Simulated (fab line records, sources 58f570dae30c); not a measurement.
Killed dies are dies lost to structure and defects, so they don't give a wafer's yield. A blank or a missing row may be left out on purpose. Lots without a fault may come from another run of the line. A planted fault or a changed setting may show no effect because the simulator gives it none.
Tool commonality check | flow berkeley_cmos170 | 10 lots, 30 wafers sampled

WHY IT WAS OPENED
At UCB170_GATE_OVL_MEAS_13 the reading GATE_OVL is flagged on 4 of 10 lots. Wafers without a fault read -1 nm, standard deviation 5.4.
Rule: a lot is flagged when every wafer of it that has a number lies more than 4 standard deviations from that mean, or none has a number. The other lots count as sound.

lot  | measured    | on         | GATE_OVL (nm), wafer by wafer | flag
L798 | day 5 20:02 | overlay-01 | -6 -2 0                       |
L799 | day 5 20:09 | overlay-02 | -6 -6 -11                     |
L800 | day 6 06:25 | overlay-02 | -1 -5 0                       |
L805 | day 7 18:04 | overlay-01 | 309 310 312                   | FLAGGED
L807 | day 7 22:10 | overlay-01 | 313 312 316                   | FLAGGED
L806 | day 7 22:43 | overlay-01 | 316 324 323                   | FLAGGED
L810 | day 8 12:53 | overlay-02 | 314 319 319                   | FLAGGED
L811 | day 9 00:25 | overlay-01 | 2 4 -2                        |
L814 | day 9 06:11 | overlay-02 | 6 7 8                         |
L816 | day 9 22:29 | overlay-02 | 7 2 1                         |
The numbers of the flagged lots are 316 nm on average: +317 nm against the usual, or +59 standard deviations.

WHICH TOOL RAN EACH LOT
The record holds 2 process steps before the reading, out of a route of 331 steps. In each cell: the tool, then ch and the chambers that the sampled wafers went through, then the start.
lot  | flag    | UCB170_PVT_STRIP_08                 | UCB170_GATE_EXPOSE_09
L798 |         | plasma_asher-02 ch 0,1, day 5 08:43 | krf_scanner-01 ch 0, day 5 19:32
L799 |         | plasma_asher-02 ch 0,1, day 5 08:57 | krf_scanner-01 ch 0, day 5 19:37
L800 |         | plasma_asher-03 ch 0,1, day 5 18:12 | krf_scanner-02 ch 0, day 6 05:55
L805 | FLAGGED | plasma_asher-02 ch 0,1, day 7 04:42 | krf_scanner-02 ch 0, day 7 17:35
L807 | FLAGGED | plasma_asher-03 ch 0,1, day 7 09:30 | krf_scanner-02 ch 0, day 7 21:40
L806 | FLAGGED | plasma_asher-02 ch 0,1, day 7 10:26 | krf_scanner-02 ch 0, day 7 22:14
L810 | FLAGGED | plasma_asher-02 ch 0,1, day 8 01:42 | krf_scanner-02 ch 0, day 8 12:22
L811 |         | plasma_asher-04 ch 0,1, day 8 15:01 | krf_scanner-01 ch 0, day 8 23:53
L814 |         | plasma_asher-04 ch 0,1, day 8 19:34 | krf_scanner-01 ch 0, day 9 05:33
L816 |         | plasma_asher-02 ch 0,1, day 9 11:59 | krf_scanner-01 ch 0, day 9 22:01
What these steps do:
- UCB170_PVT_STRIP_08: strips in O2.
- UCB170_GATE_EXPOSE_09: exposes mask POLY, target cd 350 nm.
- UCB170_GATE_OVL_MEAS_13

FLAGGED OVER TOTAL, TOOL BY TOOL (the gauges that took the reading come last)
step                    | tool            | lots run | flagged | share of the flagged lots | sound lots run after its first flagged lot
UCB170_PVT_STRIP_08     | plasma_asher-02 | 6        | 3       | some                      | 1 (L816)
UCB170_PVT_STRIP_08     | plasma_asher-03 | 2        | 1       | some                      | 0
UCB170_PVT_STRIP_08     | plasma_asher-04 | 2        | 0       | none                      | -
UCB170_GATE_EXPOSE_09   | krf_scanner-01  | 5        | 0       | none                      | -
UCB170_GATE_EXPOSE_09   | krf_scanner-02  | 5        | 4       | all                       | 0
UCB170_GATE_OVL_MEAS_13 | overlay-01      | 5        | 3       | some                      | 1 (L811)
UCB170_GATE_OVL_MEAS_13 | overlay-02      | 5        | 1       | some                      | 2 (L814,L816)

WHAT THE TABLE ALLOWS
1 row of the table ran every flagged lot: krf_scanner-02 at UCB170_GATE_EXPOSE_09.
- krf_scanner-02 at UCB170_GATE_EXPOSE_09: 4 of its 5 lots flagged. Its last sound lot is L800 (day 6 05:55), its first flagged lot L805 (day 7 17:35): a fault that began between those two fits.
One tool is left: krf_scanner-02 at UCB170_GATE_EXPOSE_09.

WHAT THE SIMULATOR HAD PUT IN
Scanner matching overlay: krf_scanner-02, from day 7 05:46 on, at UCB170_GATE_EXPOSE_09. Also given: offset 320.
Lots struck among those shown: L805, L807, L806, L810. The rule above found the same.
